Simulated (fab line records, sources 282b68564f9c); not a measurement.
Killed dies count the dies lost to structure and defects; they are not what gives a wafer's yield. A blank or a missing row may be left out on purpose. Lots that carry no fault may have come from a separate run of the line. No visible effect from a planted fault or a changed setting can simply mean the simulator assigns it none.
Which of the tools did it? + flow rit cmos + 15 lots, 45 wafers sampled, at 4 steps of a route of 202

## WHAT EACH GAUGE READ, for each wafer
RIT_ACTIVE_THK_MEAS_04. Usual: for ACTIVE_NITRIDE_THK the level is 150.3 nm and the standard deviation is 1.4.
| lot  | measured    | on            | ACTIVE_NITRIDE_THK (nm) | flag |
|------|-------------|---------------|-------------------------|------|
| L298 | day 1 23:43 | film metro-04 | 148.0 147.5 148.8       |      |
| L299 | day 2 05:34 | film metro-02 | 151.2 151.3 153.0       |      |
| L300 | day 2 12:49 | film metro-04 | 152.3 152.4 151.3       |      |
| L301 | day 2 14:52 | film metro-02 | 149.2 149.5 148.2       |      |
| L302 | day 2 20:20 | film metro-01 | 148.2 147.9 149.5       |      |
| L303 | day 3 01:58 | film metro-04 | 151.2 151.0 150.9       |      |
| L305 | day 3 11:31 | film metro-04 | 149.3 150.6 150.0       |      |
| L306 | day 3 15:32 | film metro-01 | 151.6 152.4 152.5       |      |
| L307 | day 3 21:35 | film metro-02 | 150.8 148.9 149.9       |      |
| L308 | day 4 02:26 | film metro-02 | 150.9 151.0 149.5       |      |
| L309 | day 4 06:32 | film metro-01 | 152.7 151.9 151.0       |      |
| L310 | day 4 12:34 | film metro-01 | 152.8 151.1 153.7       |      |
| L313 | day 5 04:18 | film metro-04 | 149.3 148.4 149.1       |      |
| L315 | day 5 12:32 | film metro-04 | 149.4 150.0 149.6       |      |
| L319 | day 6 09:24 | film metro-02 | 151.5 149.5 151.1       |      |

RIT_FOX1_THK_MEAS_01. Usual: for FOX1_OXIDE_THK the level is 352 nm and the standard deviation is 6.4.
| lot  | measured    | on            | FOX1_OXIDE_THK (nm) | flag |
|------|-------------|---------------|---------------------|------|
| L298 | day 2 05:24 | film metro-01 | 349 351 341         |      |
| L299 | day 2 09:55 | film metro-04 | 344 352 353         |      |
| L300 | day 2 16:42 | film metro-01 | 344 351 345         |      |
| L301 | day 2 20:33 | film metro-03 | 352 353 353         |      |
| L302 | day 3 00:20 | film metro-03 | 351 350 350         |      |
| L303 | day 3 06:37 | film metro-01 | 351 358 356         |      |
| L305 | day 3 14:56 | film metro-03 | 346 345 345         |      |
| L306 | day 3 21:25 | film metro-01 | 343 344 346         |      |
| L307 | day 4 00:58 | film metro-04 | 344 346 341         |      |
| L308 | day 4 06:10 | film metro-04 | 345 351 343         |      |
| L309 | day 4 12:24 | film metro-03 | 357 358 356         |      |
| L310 | day 4 17:08 | film metro-03 | 346 344 342         |      |
| L313 | day 5 08:04 | film metro-01 | 350 353 348         |      |
| L315 | day 5 17:43 | film metro-03 | 350 352 351         |      |
| L319 | day 6 15:22 | film metro-03 | 352 353 353         |      |

RIT_PWELL_TW_MEAS_10. Usual: for PWELL_TW the level is 954 and the standard deviation is 6.9.
| lot  | measured    | on            | PWELL_TW    | flag |
|------|-------------|---------------|-------------|------|
| L298 | day 2 11:44 | film metro-02 | 959 957 959 |      |
| L299 | day 2 15:55 | film metro-02 | 958 964 961 |      |
| L300 | day 3 00:10 | film metro-02 | 956 964 962 |      |
| L301 | day 3 02:22 | film metro-02 | 958 960 958 |      |
| L302 | day 3 05:56 | film metro-02 | 968 964 964 |      |
| L303 | day 3 12:09 | film metro-03 | 951 954 955 |      |
| L305 | day 3 20:32 | film metro-04 | 947 942 939 |      |
| L306 | day 4 04:01 | film metro-03 | 960 956 960 |      |
| L307 | day 4 06:52 | film metro-03 | 962 959 963 |      |
| L308 | day 4 13:03 | film metro-04 | 942 944 950 |      |
| L309 | day 4 19:02 | film metro-03 | 955 954 956 |      |
| L310 | day 4 22:53 | film metro-04 | 942 949 948 |      |
| L313 | day 5 13:47 | film metro-04 | 952 945 944 |      |
| L315 | day 5 23:19 | film metro-02 | 963 967 961 |      |
| L319 | day 6 23:34 | film metro-03 | 950 956 949 |      |

## WHAT TOOL EACH LOT RAN ON (gives the tool, then ch and the chambers of the sampled wafers, and finally the start)
| lot  | RIT_NWELL_HARDBAKE_07            |
|------|----------------------------------|
| L298 | litho track-03 ch 0, day 2 09:29 |
| L299 | litho track-03 ch 0, day 2 13:49 |
| L300 | litho track-03 ch 0, day 2 22:04 |
| L301 | litho track-01 ch 0, day 3 00:11 |
| L302 | litho track-03 ch 0, day 3 03:41 |
| L303 | litho track-01 ch 0, day 3 10:01 |
| L305 | litho track-04 ch 0, day 3 18:19 |
| L306 | litho track-01 ch 0, day 4 01:48 |
| L307 | litho track-01 ch 0, day 4 04:44 |
| L308 | litho track-03 ch 0, day 4 10:55 |
| L309 | litho track-01 ch 0, day 4 16:47 |
| L310 | litho track-01 ch 0, day 4 20:46 |
| L313 | litho track-01 ch 0, day 5 11:32 |
| L315 | litho track-03 ch 0, day 5 21:04 |
| L319 | litho track-04 ch 0, day 6 21:19 |
- RIT_NWELL_HARDBAKE_07: time 120 s.

## WHAT THE TOOLS THEMSELVES READ (means of the sampled wafers that have a number; where no wafer has one, the mark that the record gives instead)
RIT_NWELL_HARDBAKE_07. Usual: chill plate temp C 23.00 C, standard deviation 0.11; heater power total W 52.03 W, standard deviation 0.065; plate temp C 140.00 C, standard deviation 0.15.
| lot  | tool           | chill plate temp C (C) | heater power total W (W) | plate temp C (C) | flag |
|------|----------------|------------------------|--------------------------|------------------|------|
| L298 | litho track-03 | 22.96                  | 52.06                    | 139.88           |      |
| L299 | litho track-03 | 23.05                  | 51.99                    | 139.86           |      |
| L300 | litho track-03 | 22.95                  | 52.04                    | 140.06           |      |
| L301 | litho track-01 | 23.12                  | 52.06                    | 139.89           |      |
| L302 | litho track-03 | 22.81                  | 52.09                    | 140.00           |      |
| L303 | litho track-01 | 22.97                  | 51.99                    | 140.03           |      |
| L305 | litho track-04 | 22.97                  | 52.00                    | 140.21           |      |
| L306 | litho track-01 | 22.93                  | 51.99                    | 139.87           |      |
| L307 | litho track-01 | 22.98                  | 52.03                    | 139.95           |      |
| L308 | litho track-03 | 22.98                  | 52.01                    | 139.83           |      |
| L309 | litho track-01 | 23.19                  | 53.27                    | 142.68           | OFF  |
| L310 | litho track-01 | 23.10                  | 53.30                    | 142.55           | OFF  |
| L313 | litho track-01 | 22.89                  | 53.29                    | 142.77           | OFF  |
| L315 | litho track-03 | 23.04                  | 52.07                    | 140.09           |      |
| L319 | litho track-04 | 23.03                  | 51.98                    | 140.20           |      |

## THE ANSWER, worked out from the rows above alone
Rule: a lot counts as off when the mean over its wafers that have a number is more than 3 standard deviations away from the usual mean. Also off: a lot with no number at a reading for which 4 or more lots have one. Any other lot the step has rows for is counted as sound. First the gauges in route order, then the tools' own readings, where a lot's mean is used as printed above. At the first step where some lot is off, the reading lying furthest off is the one used; lots without a number count as furthest.
Off at RIT_NWELL_HARDBAKE_07 (heater power total W): L309, L310, L313.
A tool fits if, at that step or a process step before it, it ran every lot that is off, and no sound lot after the first of them. One candidate fits, namely litho track-01 at RIT_NWELL_HARDBAKE_07. Its last sound lot is L307 (day 4 04:44), its first lot that is off L309 (day 4 16:47): a fault that began between those two fits.
The tool's own readings at RIT_NWELL_HARDBAKE_07 bear it out: on the lots that are off they differ by more than 5 times the standard deviation of the sound lots' means. heater power total W reads 53.29 W there against 52.03 W on the sound lots; plate temp C reads 142.67 C there against 139.99 C on the sound lots.

## WHAT WAS PUT IN BY THE SIMULATOR
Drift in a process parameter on litho track-01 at RIT_NWELL_HARDBAKE_07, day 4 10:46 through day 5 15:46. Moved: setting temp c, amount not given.
Struck lots among those shown: L309, L310, L313. The rule given above showed the same thing.
